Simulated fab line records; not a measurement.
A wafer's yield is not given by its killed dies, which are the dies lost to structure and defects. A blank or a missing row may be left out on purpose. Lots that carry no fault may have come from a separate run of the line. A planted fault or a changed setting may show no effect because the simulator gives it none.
A single fault, viewed from 2 desks ; flow rit cmos ; only its own numbers are on each desk; what lay behind them is given at the end

AT THE TOOL OWNER'S DESK: wet bench-03
The tool's own readings at RIT_GATE_WET_ETCH_00 (etches SiO2 in BOE, target depth 56 nm, time 60 s): means of the sampled wafers that have a number, for each lot that ran on this tool. Marked OUT: a lot whose mean sits more than 4 standard deviations from the usual mean, which makes it out of limits; the brackets give that distance.
Columns: A = bath heat duty pct at RIT_GATE_WET_ETCH_00, usual 1.6 %; B = run length s at RIT_GATE_WET_ETCH_00, usual 88 s
lot;first seen here;A;B
L286;day 2 12:21;1.4;92
L302;day 5 22:42;1.9;87
L308;day 7 04:05;1.7;86
This desk's finding: nothing out of limits on any of the 3 lots.

FROM THE METROLOGY DESK
Means of the sampled wafers that have a number, per lot and without regard to the tool the lot ran on: this is what the gauges read. Marked OUT: a lot whose mean sits more than 4 standard deviations from the usual mean, which makes it out of limits; the brackets give that distance.
Columns: A = FIELD_OXIDE_LEFT_2_THK at RIT_FOX2_THK_MEAS_91, usual 253 nm
lot;first seen here;A
L285;day 2 09:17;257
L286;day 2 12:49;249
L287;day 2 19:45;253
L288;day 2 23:08;246
L296;day 4 16:41;312 (+9.3) OUT
L297;day 5 00:11;320 (+11) OUT
L298;day 5 05:22;252
L299;day 5 09:54;255
L300;day 5 15:14;255
L301;day 5 22:35;256
L302;day 5 23:08;254
L305;day 6 16:32;257
L306;day 6 21:23;244
L308;day 7 04:32;249
Finding of this desk: L296, L297 out of limits, first seen on L296 at day 4 16:41 (FIELD_OXIDE_LEFT_2_THK at RIT_FOX2_THK_MEAS_91). Within limits: L285, L286, L287, L288, L298, L299, L300, L301, L302, L305, L306, L308.

BROUGHT TOGETHER
L296, L297 would have let the metrology desk raise an alarm at day 4 16:41.
The tool owner's desk saw nothing out of limits.
The tool owner's desk has no number on record for L296, L297.
RIT_GATE_WET_ETCH_00 was run on wet bench-03 by each of the lots named.

WHAT THE SIMULATOR HAD PUT IN
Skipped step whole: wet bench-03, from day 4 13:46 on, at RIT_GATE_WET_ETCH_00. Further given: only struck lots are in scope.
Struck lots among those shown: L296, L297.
Hours from the fault's start to each desk's first reading out of limits: the metrology desk, 3.
